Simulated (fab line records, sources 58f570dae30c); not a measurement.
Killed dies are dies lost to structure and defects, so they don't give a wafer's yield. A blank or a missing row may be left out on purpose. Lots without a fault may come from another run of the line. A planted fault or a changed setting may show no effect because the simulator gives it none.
One fault seen from 2 desks | flow berkeley_cmos170 | each desk has only its own numbers; what lay behind them comes last

THE METROLOGY DESK
What the gauges read, lot by lot, whatever tool the lot ran on: means of the sampled wafers that have a number. A lot is out of limits, marked OUT, if its mean lies more than 4 standard deviations from the usual mean; the brackets give that distance.
Columns: A = PWELL_TW at UCB170_PWELL_TW_MEAS_17, usual 379.7; B = ACTIVE_OXIDE_THK at UCB170_ACTIVE_THK_MEAS_03, usual 26.3 nm; C = ACTIVE_NITRIDE_THK at UCB170_ACTIVE_THK_MEAS_06, usual 220.7 nm
lot  | first seen here | A               | B    | C
L177 | day 4 00:59     | 379.3           | 25.9 | 221.4
L178 | day 4 01:07     | 379.0           | 26.2 | 217.9
L179 | day 4 13:37     | 379.5           | 26.5 | 218.8
L181 | day 4 23:06     | 379.4           | 27.0 | 217.3
L182 | day 4 23:14     | 381.3           | 27.5 | 219.3
L180 | day 4 23:35     | 379.1           | 27.2 | 219.3
L186 | day 6 03:39     | 425.7 (+29) OUT | 26.5 | 222.2
L188 | day 6 04:13     | 423.9 (+28) OUT | 26.3 | 218.9
L191 | day 6 22:41     | 379.9           | 25.9 | 221.5
L192 | day 6 22:56     | 380.9           | 25.9 | 222.4
L190 | day 6 23:10     | 426.9 (+30) OUT | 26.2 | 222.7
L193 | day 7 06:40     | 381.3           | 25.8 | 222.4
L194 | day 7 18:07     | 379.4           | 25.9 | 222.4
L196 | day 7 19:04     | 379.1           | 26.7 | 218.4
L197 | day 8 04:25     | 380.8           | 26.5 | 220.9
This desk's finding: out of limits on L186, L188, L190; first on L186, day 6 03:39 (PWELL_TW at UCB170_PWELL_TW_MEAS_17). In limits: L177, L178, L179, L181, L182, L180, L191, L192, L193, L194, L196, L197.

THE TOOL OWNER'S DESK: implanter-03
The tool's own readings at UCB170_PWELL_IMPLANT_15: means of the sampled wafers that have a number, for each lot that ran on this tool. A lot is out of limits, marked OUT, if its mean lies more than 4 standard deviations from the usual mean; the brackets give that distance.
Columns: A = dose_ions_cm2 at UCB170_PWELL_IMPLANT_15, usual 5e+12; B = faraday_current_uA at UCB170_PWELL_IMPLANT_15, usual 15.9; C = tilt_deg at UCB170_PWELL_IMPLANT_15, usual 7.003 degrees
lot  | first seen here | A                       | B              | C
L180 | day 4 23:22     | 5e+12                   | 15.8           | 6.996
L186 | day 6 03:24     | 7e+12 (+99 or more) OUT | 23.2 (+24) OUT | 7.031
L188 | day 6 03:59     | 7e+12 (+99 or more) OUT | 23.1 (+24) OUT | 6.987
L190 | day 6 22:56     | 7e+12 (+99 or more) OUT | 23.4 (+25) OUT | 6.984
This desk's finding: out of limits on L186, L188, L190; first on L186, day 6 03:24 (dose_ions_cm2 at UCB170_PWELL_IMPLANT_15). In limits: L180.

PUT TOGETHER
The tool owner's desk could have raised an alarm at day 6 03:24, on L186, L188, L190.
The metrology desk could have raised an alarm at day 6 03:39, on L186, L188, L190.
Of the lots named, all ran UCB170_PWELL_IMPLANT_15 on implanter-03.

WHAT THE SIMULATOR HAD PUT IN
Process parameter drift: implanter-03, from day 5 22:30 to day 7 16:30, at UCB170_PWELL_IMPLANT_15. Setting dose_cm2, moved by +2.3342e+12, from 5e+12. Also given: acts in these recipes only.
Lots struck among those shown: L186, L188, L190.
Hours from the fault's start to each desk's first reading out of limits: the tool owner's desk, 5; the metrology desk, 5.
